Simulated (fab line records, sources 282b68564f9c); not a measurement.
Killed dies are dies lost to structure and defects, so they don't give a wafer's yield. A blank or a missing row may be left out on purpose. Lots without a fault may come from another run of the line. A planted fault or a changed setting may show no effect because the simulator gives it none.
fab line records | flow rit_cmos
record lots=13 wafers=39 last_day=7
route steps=202 shown SPACER@128 M1@202
lots that met no fault: from a run of the same line without faults
start_h: hours from the record's first day to the start of the lot's first wafer shown | wait_h: hours since the lot's step before | " the same as in the row above | L1.1+2: a row that stands for several wafers | - no value, or no start given | * or withheld: withheld | < > ~ a bound
route shown NAME@n: a module of which the file shows steps, and the number in the route of the first | usual: mean/standard deviation of fault-free wafers | same: alike in all rows | chamber/n: place in a boat | sites: the reading at each site | _std_site: their standard deviation | _edge_site: outer sites' mean less inner sites' | radius_mm: how far each site lies from the wafer's centre | mask NAME#n: copy n | behind: the tool/chamber that last shaped the wafer | hold: why the lot was held/for how many hours/how that ended | device: the transistor (n, p or np) that didn't switch | end of line: the same wafers' tests at the end of the route | a step without rows: its recipe alone | killed: dies lost to structure and defects at the first sort, not the wafer's yield | map: a wafer's dies, x killed, . not, _ none there
set.NAME: the setting as run; set.NAME@STEP: as run at that earlier step | model.NAME: the simulator's own value behind a step, which no gauge read
steps of the route over a sample of lots; a table a step, a row a wafer
services: from which hour (start_h, from the record's first day; less than 0 if before it) a tool's chamber was out of use, for how many hours, and why
## steps
# step RIT_SPACER_CVD_03
# recipe material=Si3N4 target_thk_nm=250 temp_c=810 precursor=SiH2Cl2/NH3 time_s=3300 pressure_mtorr=300 sih2cl2_flow_sccm=60 nh3_flow_sccm=150
# usual nh3_flow_sccm=150.1/0.38 sih2cl2_flow_sccm=59.98/0.17 susceptor_temp_C=809.9/0.35
# columns lot.wafer tool chamber start_h wait_h nh3_flow_sccm sih2cl2_flow_sccm susceptor_temp_C
L926.3 lpcvd-02 0 50.37 0.0 149.9 59.79 810.4
L926.5 " 0 " " 150.5 59.99 810.5
L926.6 " 0 " " 150.2 60.05 810.3
L927.2 lpcvd-01 0 56.79 0.0 149.3 60.14 810.4
L927.3 " 0 " " 149.7 60.05 810.3
L927.5 " 0 " " 149.4 59.99 809.8
L928.2 lpcvd-01 0 59.46 0.0 150.0 60.10 810.5
L928.3 " 0 " " 149.8 60.08 810.0
L928.5 " 0 " " 149.9 59.79 810.6
L930.1 lpcvd-01 0 69.46 0.0 150.1 59.94 810.4
L930.5 " 0 " " 149.9 59.96 809.7
L930.6 " 0 " " 149.3 60.11 809.9
L931.2 lpcvd-02 0 73.85 0.0 150.5 60.37 809.5
L931.5 " 0 " " 150.1 59.94 809.4
L931.6 " 0 " " 151.0 60.00 809.7
L933.2 lpcvd-01 1 84.61 0.0 149.7 60.04 809.4
L933.5 " 1 " " 150.5 59.67 810.3
L933.6 " 1 " " 149.6 59.98 809.3
L934.1 lpcvd-01 0 90.09 0.0 150.5 60.16 809.9
L934.2 " 0 " " 150.9 59.69 810.1
L934.4 " 0 " " 149.7 59.56 810.0
L935.1 lpcvd-02 1 94.03 0.0 150.3 59.88 809.8
L935.3 " 1 " " 150.4 60.02 809.8
L935.6 " 1 " " 149.9 60.33 809.7
L936.1 lpcvd-01 1 99.86 0.0 149.3 60.13 809.8
L936.2 " 1 " " 149.9 60.06 809.6
L936.6 " 1 " " 149.4 60.12 809.6
L937.1 lpcvd-01 0 103.11 0.0 150.6 60.03 810.3
L937.2 " 0 " " 149.8 59.98 810.2
L937.5 " 0 " " 150.2 60.09 809.9
L938.2 lpcvd-01 1 109.62 0.0 179.8 60.05 809.4
L938.3 " 1 " " 179.8 60.20 809.8
L938.5 " 1 " " 179.4 60.06 809.7
L939.1 lpcvd-02 0 114.07 0.0 150.3 60.17 810.1
L939.5 " 0 " " 150.5 59.94 809.6
L939.6 " 0 " " 150.3 59.91 810.3
L947.1 lpcvd-02 0 153.59 0.0 150.0 60.17 810.4
L947.3 " 0 " " 149.8 59.91 810.5
L947.6 " 0 " " 149.7 60.09 809.7
# step RIT_SPACER_THK_MEAS_04
# recipe reads=Si3N4_of_SPACER_CVD_03
# usual SPACER_NITRIDE_THK=249.1/2.9
# columns lot.wafer tool chamber start_h wait_h SPACER_NITRIDE_THK[nm]
L926.3 film_metro-01 - 52.31 0.0 251.2
L926.5 " - " " 253.1
L926.6 " - " " 251.0
L927.2 film_metro-04 - 58.71 0.0 247.6
L927.3 " - " " 245.9
L927.5 " - " " 246.0
L928.2 film_metro-04 - 61.39 0.0 248.9
L928.3 " - " " 248.7
L928.5 " - " " 249.2
L930.1 film_metro-02 - 71.38 0.0 245.0
L930.5 " - " " 247.8
L930.6 " - " " 242.0
L931.2 film_metro-02 - 75.78 0.0 249.0
L931.5 " - " " 249.3
L931.6 " - " " 248.9
L933.2 film_metro-04 - 86.53 0.0 250.4
L933.5 " - " " 248.8
L933.6 " - " " 249.4
L934.1 film_metro-04 - 92.01 0.0 248.6
L934.2 " - " " 248.3
L934.4 " - " " 247.3
L935.1 film_metro-02 - 95.95 0.0 253.2
L935.3 " - " " 252.3
L935.6 " - " " 251.1
L936.1 film_metro-04 - 101.78 0.0 248.2
L936.2 " - " " 245.2
L936.6 " - " " 245.8
L937.1 film_metro-01 - 105.03 0.0 247.4
L937.2 " - " " 246.9
L937.5 " - " " 248.2
L938.2 film_metro-01 - 111.55 0.0 282.9
L938.3 " - " " 283.3
L938.5 " - " " 283.4
L939.1 film_metro-02 - 115.99 0.0 250.9
L939.5 " - " " 250.8
L939.6 " - " " 249.4
L947.1 film_metro-02 - 155.50 0.0 251.3
L947.3 " - " " 249.3
L947.6 " - " " 253.1
# step RIT_SPACER_ETCHBACK_05
# recipe target_depth_a=2500 SF6_flow_sccm=30 CHF3_flow_sccm=30 target=Si3N4 chemistry=SF6/CHF3 pressure_mtorr=40 rf_w=250 time_s=240 stop_on=SiO2
# usual CHF3_flow_sccm=30.01/0.091 drypump_motor_current_A=5.82/0.29 oes_product_au=0.846/0.017 throttle_valve_pct=10.18/0.12
# columns lot.wafer tool chamber start_h wait_h CHF3_flow_sccm drypump_motor_current_A oes_product_au rf_hours_counter_h throttle_valve_pct
L926.3 rie_diel-01 1 52.35 0.0 29.90 5.63 0.832 143 10.16
L926.5 " 0 " " 29.91 5.71 0.856 - 9.97
L926.6 " 3 " " 30.01 6.40 0.830 - 10.10
L927.2 rie_diel-02 3 58.76 0.0 29.89 5.46 0.861 97 10.40
L927.3 " 2 " " 29.86 5.48 0.812 147 10.17
L927.5 " 1 " " 30.05 5.81 0.834 - 9.96
L928.2 rie_diel-04 2 61.44 0.0 30.17 5.64 0.864 108 10.18
L928.3 " 0 " " 29.88 5.86 0.853 121 10.29
L928.5 " 1 " " 30.05 6.14 0.841 - 10.32
L930.1 rie_diel-01 1 71.44 0.1 29.92 5.68 0.822 143 10.16
L930.5 " 0 " " 29.92 5.68 0.847 - 9.96
L930.6 " 3 " " 29.94 6.39 0.807 - 10.09
L931.2 rie_diel-04 2 75.83 0.0 29.96 5.64 0.850 108 10.18
L931.5 " 3 " " 30.09 5.77 0.865 - 10.20
L931.6 " 0 " " 30.08 5.85 0.852 - 10.31
L933.2 rie_diel-01 3 86.58 0.0 29.95 6.39 0.833 65 10.10
L933.5 " 1 " " 30.21 5.69 0.822 - 10.17
L933.6 " 2 " " 29.90 5.40 0.857 - 10.15
L934.1 rie_diel-02 1 92.07 0.1 30.14 5.84 0.850 54 9.98
L934.2 " 0 " " 29.96 6.42 0.840 139 10.18
L934.4 " 3 " " 30.05 5.48 0.850 97 10.41
L935.1 rie_diel-04 0 96.01 0.1 30.00 5.87 0.859 122 10.29
L935.3 " 1 " " 29.95 6.14 0.849 116 10.32
L935.6 " 2 " " 29.92 5.65 0.861 - 10.19
L936.1 rie_diel-01 1 101.84 0.1 30.10 5.73 0.833 144 10.16
L936.2 " 2 " " 30.04 5.38 0.833 5 10.11
L936.6 " 1 " " 29.96 5.67 0.822 - 10.15
L937.1 rie_diel-04 2 105.09 0.1 30.01 5.68 0.860 109 10.17
L937.2 " 1 " " 29.99 6.16 0.830 116 10.30
L937.5 " 0 " " 30.07 5.87 0.858 - 10.30
L938.2 rie_diel-04 1 111.60 0.0 29.86 6.13 0.923 116 10.34
L938.3 " 2 " " 30.24 5.64 0.935 109 10.20
L938.5 " 0 " " 29.98 5.86 0.931 - 10.33
L939.1 rie_diel-01 0 116.05 0.1 30.03 5.69 0.861 115 9.96
L939.5 " 1 " " 29.85 5.66 0.837 - 10.17
L939.6 " 0 " " 30.07 5.67 0.851 - 9.96
L947.1 rie_diel-04 2 155.56 0.1 29.97 5.64 0.860 109 10.18
L947.3 " 1 " " 29.93 6.09 0.836 117 10.32
L947.6 " 3 " " 30.06 5.80 0.882 - 10.20
# step RIT_M1_PROBE_99
# usual killed_at_contacts=0.1/0.23 killed_at_front_end=7/3.1 killed_dies=7/3.1 killed_open=3.4/2.1 killed_short=3.5/2
# same gross_dies=264 killed_at_M0_to_M3=0 killed_at_M4_up=0 killed_at_back_side=0 killed_at_other=0
# columns lot.wafer tool chamber start_h wait_h killed_at_contacts killed_at_front_end killed_dies killed_open killed_short
L936.1 prober-01 - 112.93 0.1 0 12 12 4 8
L936.2 prober-01 - 112.98 0.1 0 9 9 6 3
L936.6 prober-01 - 113.18 0.2 0 7 7 2 5
L938.2 prober-02 - 123.63 0.1 0 3 3 2 0
L939.1 prober-01 - 127.00 0.1 0 7 7 2 5
L939.5 prober-01 - 127.20 0.2 0 5 5 4 1
L939.6 prober-01 - 127.25 0.2 0 9 9 7 2
# killed by level:class
L936.1 GATE:geometric_particle:short=3 FOX1:geometric_particle:open=2 GATE:geometric_particle:open=2 REOX:geometric_particle:short=2 SPACER:geometric_particle:short=2 SILICIDE:geometric_particle:short=1
L936.2 GATE:geometric_particle:open=2 FOX1:geometric_particle:open=1 FOX2:geometric_particle:short=1 FOX2:geometric_particle:open=1 REOX:geometric_particle:open=1 REOX:geometric_particle:short=1 SPACER:geometric_particle:open=1 SPACER:geometric_particle:short=1
L936.6 GATE:geometric_particle:short=2 REOX:geometric_particle:short=2 FOX1:geometric_particle:open=1 REOX:geometric_particle:open=1 SILICIDE:geometric_particle:short=1
L938.2 REOX:geometric_particle:open=1 SILICIDE:geometric_particle:open=1 SPACER:area_etchback=1
L939.1 GATE:geometric_particle:short=4 FOX1:geometric_particle:short=1 GATE:geometric_particle:open=1 SILICIDE:geometric_particle:open=1
L939.5 GATE:geometric_particle:open=3 SPACER:geometric_particle:open=1 SPACER:geometric_particle:short=1
L939.6 GATE:geometric_particle:open=4 FOX1:geometric_particle:open=3 FOX2:geometric_particle:short=1 GATE:geometric_particle:short=1
## services
# columns tool chamber start_h hours kind
rie_diel-04 - 28.55 2.8 pm
rie_diel-01 0 35.39 15.6 repair
rie_diel-02 2 48.25 9.4 repair
rie_diel-02 - 62.39 2.6 repair
rie_diel-01 - 73.55 2.8 pm
rie_diel-04 2 81.07 4.4 repair
rie_diel-04 - 103.65 0.6 repair
rie_diel-01 2 137.30 2.8 repair
rie_diel-02 0 144.55 7.6 repair
## key
first_sign step=RIT_SPACER_CVD_03 reading=nh3_flow_sccm direction=up sigmas=78 usual=150.1 struck=179.6
effect step=RIT_SPACER_THK_MEAS_04 reading=SPACER_NITRIDE_THK direction=up sigmas=12 usual=249.1 struck=283.2
effect step=RIT_SPACER_ETCHBACK_05 reading=oes_product_au direction=up sigmas=5 usual=0.846 struck=0.929
met_at RIT_SPACER_CVD_03
struck_lots L938
struck_wafers L938.2,L938.3,L938.5
tester_left_out L938
onset_between 99.86 109.62
fault kind=process_parameter_drift tool=lpcvd-01 chamber=1 onset_h=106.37 steps=RIT_SPACER_CVD_03 channel=nh3_flow_sccm offset=30 shape=step end_h=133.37 acts_in=these_recipes_only stated=150
# tester_left_out: of these lots the tester's yield and bins aren't shown, on N5 and GAA mostly nor the transistor test; their killed dies are dies lost to structure and defects alone, not to doping, threshold or leakage, so they don't give the yield
